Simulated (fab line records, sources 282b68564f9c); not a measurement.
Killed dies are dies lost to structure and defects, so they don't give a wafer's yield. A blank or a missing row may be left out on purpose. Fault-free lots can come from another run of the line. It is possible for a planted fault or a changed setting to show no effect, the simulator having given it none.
Chamber matching | flow ritCmos | 4 sister chambers for RIT_CONTACT_ETCH_11 on rieDiel-01
The step etches SiO2 in CHF3/CF4/Ar, stops on TiSi2, target depth 480 nm, time 320 s. 8 wafers are shown with their chamber, then 7 later ones without.

== WAFERS WITH THEIR CHAMBER ==
wafer  | chamber | drypumpMotorCurrentA (A) | throttleValvePct (%)
L665.4 | 0       | 5.3                      | 8.70
L667.3 | 1       | 5.9                      | 8.94
L669.3 | 1       | 5.9                      | 8.96
L669.6 | 0       | 5.2                      | 8.72
L670.2 | 2       | 5.3                      | 8.85
L670.6 | 2       | 5.3                      | 8.84
L675.1 | 3       | 6.5                      | 8.76
L675.5 | 3       | 6.6                      | 8.76

== WAFERS WHOSE CHAMBER IS MISSING ==
wafer  | drypumpMotorCurrentA (A) | throttleValvePct (%)
L675.6 | 5.3                      | 8.72
L678.1 | 6.5                      | 8.76
L678.3 | 5.3                      | 8.73
L678.5 | 5.3                      | 8.72
L686.1 | 5.4                      | 8.85
L686.4 | 5.3                      | 8.69
L686.5 | 5.3                      | 8.72

== EACH ONE'S CHAMBER ==
wafer  | from the rows above | in truth
L675.6 | 0                   | 0
L678.1 | 3                   | 3
L678.3 | 0                   | 0
L678.5 | 0                   | 0
L686.1 | 2                   | 2
L686.4 | 0                   | 0
L686.5 | 0                   | 0
7 of 7 placed correctly. Not placeable from these rows: 0. Number placed wrongly: 0.
How it was worked out, from the rows above alone: a wafer's distance from a chamber is the root of the sum, over the readings, of the square of ((its reading less the chamber's mean) divided by the reading's scatter). If the next closest chamber is less than 2 further off than the closest, the wafer can't be placed; otherwise it belongs to the closest. A chamber's mean is the mean of its shown wafers. The scatter: take each reading less its chamber's mean, square it, sum over the shown wafers, divide by the number of wafers less the number of chambers, and take the root.
